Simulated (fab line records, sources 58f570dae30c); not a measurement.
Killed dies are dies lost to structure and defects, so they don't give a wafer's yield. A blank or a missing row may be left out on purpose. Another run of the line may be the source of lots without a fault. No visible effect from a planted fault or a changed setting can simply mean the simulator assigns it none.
A sampling plan put to the test | flow berkeley cmos170 | one fab line, 40 faults that these records tell of, each judged on the records of the lots that it struck
Plan = the line's own looks (route steps where a gauge or an inspection reads the wafer without altering it). Where struck wafers have a number at a look and the file lists that look's usual mean and standard deviation on fault-free wafers, the look can be judged. Caught: the struck wafers' mean, at a look after the fault's first step, is 4 or more of those standard deviations (sigma) away from the usual mean. On the tool: the same test on the tool's own readings at the fault's steps. Also counted as caught: the struck wafers showing another recipe, or a record that is empty for them alone.

== THE FAULTS, as the simulator had put them in ==
1. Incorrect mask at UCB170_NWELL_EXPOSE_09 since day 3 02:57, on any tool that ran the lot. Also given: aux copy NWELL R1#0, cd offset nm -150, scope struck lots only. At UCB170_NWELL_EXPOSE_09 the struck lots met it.
2. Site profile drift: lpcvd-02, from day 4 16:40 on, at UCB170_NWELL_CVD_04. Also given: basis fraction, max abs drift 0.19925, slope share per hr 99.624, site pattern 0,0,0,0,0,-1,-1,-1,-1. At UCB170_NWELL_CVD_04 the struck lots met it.
3. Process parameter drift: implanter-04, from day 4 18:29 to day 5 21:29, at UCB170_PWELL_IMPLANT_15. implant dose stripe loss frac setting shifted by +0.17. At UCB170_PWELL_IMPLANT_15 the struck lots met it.
4. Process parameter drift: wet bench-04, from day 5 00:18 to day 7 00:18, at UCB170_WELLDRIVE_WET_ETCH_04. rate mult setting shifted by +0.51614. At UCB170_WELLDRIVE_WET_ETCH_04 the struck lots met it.
5. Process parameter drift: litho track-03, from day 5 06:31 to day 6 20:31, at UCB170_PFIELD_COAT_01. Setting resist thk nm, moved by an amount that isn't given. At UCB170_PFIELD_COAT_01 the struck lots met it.
6. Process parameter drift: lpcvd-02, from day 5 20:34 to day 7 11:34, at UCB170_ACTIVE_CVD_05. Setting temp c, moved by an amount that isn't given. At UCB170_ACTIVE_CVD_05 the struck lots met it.
7. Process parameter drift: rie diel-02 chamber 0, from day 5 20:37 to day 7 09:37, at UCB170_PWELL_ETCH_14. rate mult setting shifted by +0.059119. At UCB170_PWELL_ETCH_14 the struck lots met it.
8. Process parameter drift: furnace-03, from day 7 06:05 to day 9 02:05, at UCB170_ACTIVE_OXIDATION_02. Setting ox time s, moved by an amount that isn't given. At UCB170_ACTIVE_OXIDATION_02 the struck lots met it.
9. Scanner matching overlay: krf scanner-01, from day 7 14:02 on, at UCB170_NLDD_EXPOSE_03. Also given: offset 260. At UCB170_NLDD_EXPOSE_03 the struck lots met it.
10. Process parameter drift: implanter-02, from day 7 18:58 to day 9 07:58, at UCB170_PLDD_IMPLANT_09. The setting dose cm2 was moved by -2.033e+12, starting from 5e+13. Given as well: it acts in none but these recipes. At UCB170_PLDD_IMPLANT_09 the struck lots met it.
11. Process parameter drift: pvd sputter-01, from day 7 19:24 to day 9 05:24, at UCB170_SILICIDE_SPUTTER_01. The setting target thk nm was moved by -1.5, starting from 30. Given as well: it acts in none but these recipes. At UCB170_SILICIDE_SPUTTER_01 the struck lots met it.
12. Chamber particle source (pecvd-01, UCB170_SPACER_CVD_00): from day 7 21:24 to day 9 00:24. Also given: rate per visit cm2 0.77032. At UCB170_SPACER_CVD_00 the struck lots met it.
13. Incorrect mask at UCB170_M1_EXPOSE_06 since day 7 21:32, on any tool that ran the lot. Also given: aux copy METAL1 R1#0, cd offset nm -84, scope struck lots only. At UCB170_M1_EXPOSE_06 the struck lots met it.
14. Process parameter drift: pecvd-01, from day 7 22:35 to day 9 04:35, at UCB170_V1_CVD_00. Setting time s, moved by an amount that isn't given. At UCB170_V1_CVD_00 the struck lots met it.
15. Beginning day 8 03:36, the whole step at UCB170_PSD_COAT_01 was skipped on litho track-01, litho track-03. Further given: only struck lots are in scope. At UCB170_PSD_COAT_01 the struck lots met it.
16. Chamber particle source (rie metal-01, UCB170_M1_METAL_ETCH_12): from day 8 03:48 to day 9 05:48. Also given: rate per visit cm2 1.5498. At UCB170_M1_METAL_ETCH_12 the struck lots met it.
17. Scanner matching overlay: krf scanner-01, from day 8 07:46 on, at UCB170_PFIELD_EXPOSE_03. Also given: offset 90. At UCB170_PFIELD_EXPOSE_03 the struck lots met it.
18. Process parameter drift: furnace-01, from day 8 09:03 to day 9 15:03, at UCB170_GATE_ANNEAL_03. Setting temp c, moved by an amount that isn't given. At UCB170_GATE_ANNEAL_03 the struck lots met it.
19. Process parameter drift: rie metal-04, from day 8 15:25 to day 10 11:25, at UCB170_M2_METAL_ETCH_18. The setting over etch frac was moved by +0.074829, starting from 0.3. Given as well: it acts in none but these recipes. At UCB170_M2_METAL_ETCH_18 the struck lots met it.
20. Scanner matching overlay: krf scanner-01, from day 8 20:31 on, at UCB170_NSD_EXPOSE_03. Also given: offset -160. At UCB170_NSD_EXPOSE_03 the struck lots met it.
21. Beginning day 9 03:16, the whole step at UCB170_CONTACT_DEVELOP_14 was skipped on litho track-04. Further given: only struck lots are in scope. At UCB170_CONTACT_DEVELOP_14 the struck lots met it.
22. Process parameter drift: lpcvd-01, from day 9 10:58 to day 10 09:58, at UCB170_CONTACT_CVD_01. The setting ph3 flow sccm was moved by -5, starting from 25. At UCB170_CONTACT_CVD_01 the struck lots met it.
23. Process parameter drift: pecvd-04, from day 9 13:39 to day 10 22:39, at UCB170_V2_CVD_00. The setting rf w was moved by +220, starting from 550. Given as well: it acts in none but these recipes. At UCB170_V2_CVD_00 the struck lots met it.
24. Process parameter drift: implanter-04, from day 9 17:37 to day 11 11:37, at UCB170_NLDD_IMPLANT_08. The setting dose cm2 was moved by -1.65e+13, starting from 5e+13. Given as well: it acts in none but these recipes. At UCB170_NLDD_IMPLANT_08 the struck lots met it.
25. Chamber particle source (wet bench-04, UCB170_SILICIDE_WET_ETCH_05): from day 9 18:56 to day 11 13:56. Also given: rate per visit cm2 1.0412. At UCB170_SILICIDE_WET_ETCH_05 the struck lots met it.
26. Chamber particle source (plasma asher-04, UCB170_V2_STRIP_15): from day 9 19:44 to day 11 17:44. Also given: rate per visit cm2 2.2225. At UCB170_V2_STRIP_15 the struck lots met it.
27. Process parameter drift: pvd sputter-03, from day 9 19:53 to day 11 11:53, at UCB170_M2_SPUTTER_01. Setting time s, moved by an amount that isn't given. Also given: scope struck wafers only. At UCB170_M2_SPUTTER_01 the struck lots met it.
28. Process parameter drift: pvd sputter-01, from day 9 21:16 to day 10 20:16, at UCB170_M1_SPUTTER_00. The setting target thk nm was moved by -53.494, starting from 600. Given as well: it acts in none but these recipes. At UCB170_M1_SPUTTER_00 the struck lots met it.
29. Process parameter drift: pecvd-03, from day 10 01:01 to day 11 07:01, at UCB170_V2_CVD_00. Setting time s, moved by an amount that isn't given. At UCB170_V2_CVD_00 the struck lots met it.
30. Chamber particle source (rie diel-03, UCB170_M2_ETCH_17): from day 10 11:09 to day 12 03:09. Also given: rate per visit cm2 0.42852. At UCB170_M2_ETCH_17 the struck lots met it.
31. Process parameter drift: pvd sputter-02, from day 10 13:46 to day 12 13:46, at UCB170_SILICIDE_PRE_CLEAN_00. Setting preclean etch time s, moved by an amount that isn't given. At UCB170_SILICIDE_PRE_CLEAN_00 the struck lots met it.
32. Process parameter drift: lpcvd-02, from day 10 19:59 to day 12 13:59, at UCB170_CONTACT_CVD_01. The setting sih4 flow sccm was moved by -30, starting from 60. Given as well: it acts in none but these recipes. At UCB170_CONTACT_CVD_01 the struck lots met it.
33. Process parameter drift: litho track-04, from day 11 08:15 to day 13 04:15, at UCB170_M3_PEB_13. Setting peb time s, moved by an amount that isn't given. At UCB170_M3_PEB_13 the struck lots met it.
34. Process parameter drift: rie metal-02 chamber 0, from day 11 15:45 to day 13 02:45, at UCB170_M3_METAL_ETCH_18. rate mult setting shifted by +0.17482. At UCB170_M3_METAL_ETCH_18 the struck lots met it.
35. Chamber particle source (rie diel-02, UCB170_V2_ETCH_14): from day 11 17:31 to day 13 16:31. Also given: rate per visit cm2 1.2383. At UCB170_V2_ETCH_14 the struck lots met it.
36. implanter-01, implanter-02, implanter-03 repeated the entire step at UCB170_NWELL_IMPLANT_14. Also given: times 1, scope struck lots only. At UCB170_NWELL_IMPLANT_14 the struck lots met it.
37. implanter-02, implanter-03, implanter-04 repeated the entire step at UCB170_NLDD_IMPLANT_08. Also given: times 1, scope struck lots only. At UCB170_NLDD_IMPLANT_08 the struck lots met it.
38. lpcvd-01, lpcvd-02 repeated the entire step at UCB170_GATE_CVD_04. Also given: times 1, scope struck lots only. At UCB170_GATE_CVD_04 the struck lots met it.
39. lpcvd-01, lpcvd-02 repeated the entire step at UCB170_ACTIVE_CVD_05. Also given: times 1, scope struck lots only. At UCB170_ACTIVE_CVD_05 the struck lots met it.
40. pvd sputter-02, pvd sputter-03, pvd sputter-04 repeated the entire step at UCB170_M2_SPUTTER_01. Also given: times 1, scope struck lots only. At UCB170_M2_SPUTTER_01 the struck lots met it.

== WHAT THE PLAN SAW ==
fault | on the tool itself                               | first look that catches it                      | reading, sigma                                                 | median hours from its first step to that look | hours from the fault's start to the first struck lot there | judged looks passed uncaught
1     | no reading that can be judged                    | not the one look that can be judged after it    | -                                                              | -                                             | -                                                          | 1
2     | under 2 sigma                                    | UCB170_NWELL_THK_MEAS_05                        | NWELL_NITRIDE_THK -10                                          | 1.9                                           | 8                                                          | 0
3     | under 2 sigma                                    | none of the 7 looks that can be judged after it | -                                                              | -                                             | -                                                          | 7
4     | no reading that can be judged                    | none of the 7 looks that can be judged after it | -                                                              | -                                             | -                                                          | 7
5     | under 2 sigma                                    | no look after it can be judged                  | -                                                              | -                                             | -                                                          | 0
6     | susceptor temp C +72 sigma                       | UCB170_ACTIVE_THK_MEAS_06                       | ACTIVE_NITRIDE_THK +64                                         | 1.9                                           | 8                                                          | 0
7     | under 2 sigma                                    | none of the 2 looks that can be judged after it | -                                                              | -                                             | -                                                          | 2
8     | under 2 sigma                                    | UCB170_ACTIVE_THK_MEAS_03                       | ACTIVE_OXIDE_THK +11                                           | 1.4                                           | 6                                                          | 0
9     | under 2 sigma                                    | UCB170_NLDD_OVL_MEAS_07                         | NLDD_OVL +49                                                   | 0.5                                           | 21                                                         | 0
10    | dose ions cm2 -37 sigma                          | UCB170_SDANNEAL_RS_MEAS_04                      | PLDD_RS +4.1                                                   | 13.6                                          | 24                                                         | 0
11    | under 2 sigma                                    | UCB170_SILICIDE_RS_MEAS_02                      | SILICIDE_TI_RS +4.8                                            | 0.0                                           | 4                                                          | 0
12    | under 2 sigma                                    | none of the 3 looks that can be judged after it | -                                                              | -                                             | -                                                          | 3
13    | no reading that can be judged                    | UCB170_M1_CD_MEAS_09                            | cd nm -49                                                      | 0.8                                           | 1                                                          | 0
14    | run length s -63 sigma                           | UCB170_V1_THK_MEAS_01                           | V1_TEOS_THK -6.6                                               | 0.2                                           | 4                                                          | 0
15    | the tool's record is blank for the struck wafers | no look after it can be judged                  | -                                                              | -                                             | -                                                          | 0
16    | under 2 sigma                                    | not the one look that can be judged after it    | -                                                              | -                                             | -                                                          | 1
17    | no reading that can be judged                    | UCB170_PFIELD_OVL_MEAS_06                       | PFIELD_OVL +15                                                 | 1.0                                           | 1                                                          | 0
18    | tube center temp C -99 or beyond sigma           | no look after it can be judged                  | -                                                              | -                                             | -                                                          | 0
19    | only faintly: oes product au -2.4 sigma          | no look after it can be judged                  | -                                                              | -                                             | -                                                          | 0
20    | no reading that can be judged                    | UCB170_NSD_OVL_MEAS_07                          | NSD_OVL -31                                                    | 0.5                                           | 0                                                          | 0
21    | no reading that can be judged                    | no look after it can be judged                  | -                                                              | -                                             | -                                                          | 0
22    | ph3 flow sccm -65 sigma                          | none of the 2 looks that can be judged after it | strongest: CONTACT_PSG_THK at UCB170_CONTACT_THK_MEAS_02, -2.8 | -                                             | -                                                          | 2
23    | rf fwd power W +99 or beyond sigma               | UCB170_V2_THK_MEAS_01                           | V2_TEOS_THK +6.9                                               | 0.2                                           | 2                                                          | 0
24    | dose ions cm2 -99 or beyond sigma                | UCB170_NLDD_TW_MEAS_11                          | NLDD_TW -6.1                                                   | 0.4                                           | 9                                                          | 0
25    | no reading that can be judged                    | no look after it can be judged                  | -                                                              | -                                             | -                                                          | 0
26    | under 2 sigma                                    | no look after it can be judged                  | -                                                              | -                                             | -                                                          | 0
27    | only faintly: throttle valve pct -2.3 sigma      | UCB170_M2_RS_MEAS_02                            | M2_AL_RS +90                                                   | 0.1                                           | 8                                                          | 0
28    | under 2 sigma                                    | UCB170_M1_RS_MEAS_01                            | M1_AL_RS +6.9                                                  | 0.1                                           | 4                                                          | 0
29    | run length s +99 or beyond sigma                 | UCB170_V2_THK_MEAS_01                           | V2_TEOS_THK +25                                                | 0.1                                           | 6                                                          | 0
30    | under 2 sigma                                    | none of the 9 looks that can be judged after it | -                                                              | -                                             | -                                                          | 9
31    | no reading that can be judged                    | no look after it can be judged                  | -                                                              | -                                             | -                                                          | 0
32    | sih4 flow sccm -99 or beyond sigma               | UCB170_CONTACT_THK_MEAS_02                      | CONTACT_PSG_THK -17                                            | 1.8                                           | 1                                                          | 0
33    | heater power total W +34 sigma                   | none of the 2 looks that can be judged after it | strongest: cd nm at UCB170_M3_CD_MEAS_15, +3.3                 | -                                             | -                                                          | 2
34    | under 2 sigma                                    | no look after it can be judged                  | -                                                              | -                                             | -                                                          | 0
35    | under 2 sigma                                    | no look after it can be judged                  | -                                                              | -                                             | -                                                          | 0
36    | no reading that can be judged                    | UCB170_NWELL_TW_MEAS_16                         | NWELL_TW +43                                                   | 0.6                                           | -                                                          | 0
37    | under 2 sigma                                    | UCB170_NLDD_TW_MEAS_11                          | NLDD_TW +16                                                    | 0.9                                           | -                                                          | 0
38    | under 2 sigma                                    | UCB170_GATE_THK_MEAS_05                         | GATE_POLY_THK +97                                              | 3.0                                           | -                                                          | 0
39    | no reading that can be judged                    | UCB170_ACTIVE_THK_MEAS_06                       | ACTIVE_NITRIDE_THK +99 or beyond                               | 5.3                                           | -                                                          | 0
40    | under 2 sigma                                    | UCB170_M2_RS_MEAS_02                            | M2_AL_RS -37                                                   | 0.4                                           | -                                                          | 0
A dash: this means the fault isn't caught or the number doesn't appear in these records.

Caught at a look: 21 of 40. Caught on the tool: 11 of 40. By one or the other: 25 of 40.
Faults 15, 18, 22, 33 were caught on the tool alone.
Caught at a look alone: faults 2, 8, 9, 11, 13, 17, 20, 27, 28, 36, 37, 38, 39, 40.
Caught by neither: faults 1, 3, 4, 5, 7, 12, 16, 19, 21, 25, 26, 30, 31, 34, 35.

== THINNER SAMPLING ==
If the look that catches a fault measured only every second or every third lot, by lot number, the first struck lot would be measured this late in the worst case:
fault | struck lots at that look, in order of time | every lot | every second lot | every third lot
2     | L824, L825                                 | 8 h       | 15 h             | may miss all 2
6     | L420, L421                                 | 8 h       | 8 h              | may miss all 2
8     | L306, L308                                 | 6 h       | may miss all 2   | may miss all 2
9     | L441, L442                                 | 21 h      | 21 h             | may miss all 2
10    | L799, L801                                 | 24 h      | may miss all 2   | may miss all 2
11    | L767, L770                                 | 4 h       | 23 h             | may miss all 2
13    | L460                                       | 1 h       | may miss it      | may miss it
14    | L874, L877                                 | 4 h       | 15 h             | may miss all 2
17    | L104, L105                                 | 1 h       | 11 h             | may miss all 2
20    | L464, L465, L467                           | 0 h       | 1 h              | may miss all 3
23    | L677, L680                                 | 2 h       | 5 h              | may miss all 2
24    | L858, L861                                 | 9 h       | 11 h             | may miss all 2
27    | L961, L962                                 | 8 h       | 16 h             | may miss all 2
28    | L795, L798                                 | 4 h       | 19 h             | may miss all 2
29    | L139, L140                                 | 6 h       | 15 h             | may miss all 2
32    | L308, L309, L307, L310                     | 1 h       | 1 h              | 1 h
Hours count from the start of the fault until the first struck lot that is measured. The test against the limit of 4 sigma pooled every struck wafer, which means one lot taken alone may stay below that limit. Other struck lots may not be in these records.

== THE LONGEST TIMED WAY FROM STEP TO LOOK ==
In fault 10, a median of 13.6 hours elapses between UCB170_PLDD_IMPLANT_09 and UCB170_SDANNEAL_RS_MEAS_04. No look between them can be judged.
